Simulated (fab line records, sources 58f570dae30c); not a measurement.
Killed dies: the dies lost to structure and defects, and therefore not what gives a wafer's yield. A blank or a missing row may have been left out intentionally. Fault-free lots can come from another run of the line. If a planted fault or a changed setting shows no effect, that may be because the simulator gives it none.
Problem report, 8D (eight disciplines) form, completed by code || flow berkeley-cmos170 || the parts of the form that need people (team, actions taken, sign-off) are left out

1. THE ISSUE
At UCB170_V2_STRIP_15, o2-flow-sccm averages 200.1 sccm over 6 wafers from 2 lots, while fault-free wafers read 400.3 sccm, standard deviation 1.2. So: -99 or more standard deviations from the usual mean.
The step: strips in O2.
Earliest sighting: wafer L402.1 on plasma-asher-02 at day 9 13:29. The record has a number at this step for 42 wafers belonging to 14 lots. Rule for "out", or "out of limits": more than 4 standard deviations from the usual mean. The other wafers with a number count as sound.

2. WHAT IT IS, WHAT IT ISN'T
{"question": "which readings at this step", "is": "o2-flow-sccm, oes-product-au, strip-time-to-endpoint-s", "is not": "chamber-pressure-mTorr, drypump-motor-current-A"}
{"question": "which lots", "is": "L402, L405", "is not": "L399, L400, L401, L403, L406, L413, L415, L416, L417, L418, L419, L420"}
{"question": "which wafers of those lots", "is": "all that have a number", "is not": "-"}
{"question": "read on which tools", "is": "plasma-asher-02", "is not": "plasma-asher-01, plasma-asher-04"}
{"question": "when", "is": "from day 9 13:29", "is not": "up to then (12 sound wafers); but 24 sound wafers of L406, L413, L415, L416, L417, L418, L419, L420 came after"}

3. WHAT RULES OUT EACH SUSPECT
Counting: a tool at any process step up to the reading remains a suspect when it ran all the lots that are out and ran no sound lot after the first of those.
- plasma-asher-02 at UCB170_V2_STRIP_15 (strips in O2): ruled out as a lasting fault. Sound lots L419 ran on it after its first lot that is out, L402 (day 9 13:29).
Left after counting: nothing in the record.

4. THE CAUSE (what the simulator had put in)
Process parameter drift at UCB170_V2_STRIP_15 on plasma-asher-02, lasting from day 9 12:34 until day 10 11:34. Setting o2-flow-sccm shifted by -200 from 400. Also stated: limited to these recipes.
Counting ruled it out, wrongly.

5. THE EFFECT CHAIN, in route order
Each row: a reading whose mean over the struck wafers that have a number lies more than 3 standard deviations from the usual. Readings are gone through only where the record gives a usual standard deviation; hours: the median, over the lots, of the time from a lot's start at the first step in this table giving one to that lot's start at this step; sigmas: the change measured in usual standard deviations.
{"hours": 0, "step": "UCB170_V2_STRIP_15", "reading": "o2-flow-sccm", "usual": "400.3 sccm", "on struck wafers": 200.1, "change": -200.2, "sigmas": "-99 or more"}
{"hours": 0, "step": "UCB170_V2_STRIP_15", "reading": "oes-product-au", "usual": "0.722 a.u.", "on struck wafers": 0.662, "change": -0.060, "sigmas": -13}
{"hours": 0, "step": "UCB170_V2_STRIP_15", "reading": "strip-time-to-endpoint-s", "usual": "15.36 s", "on struck wafers": 17.32, "change": "+1.96", "sigmas": "+23"}
Process steps it contains:
- UCB170_V2_STRIP_15: strips in O2.

6. HOW IT WOULD HAVE BEEN CAUGHT EARLIER
In this record the first reading out of limits was taken at day 9 13:29, 1 hour after the fault began at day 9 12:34.
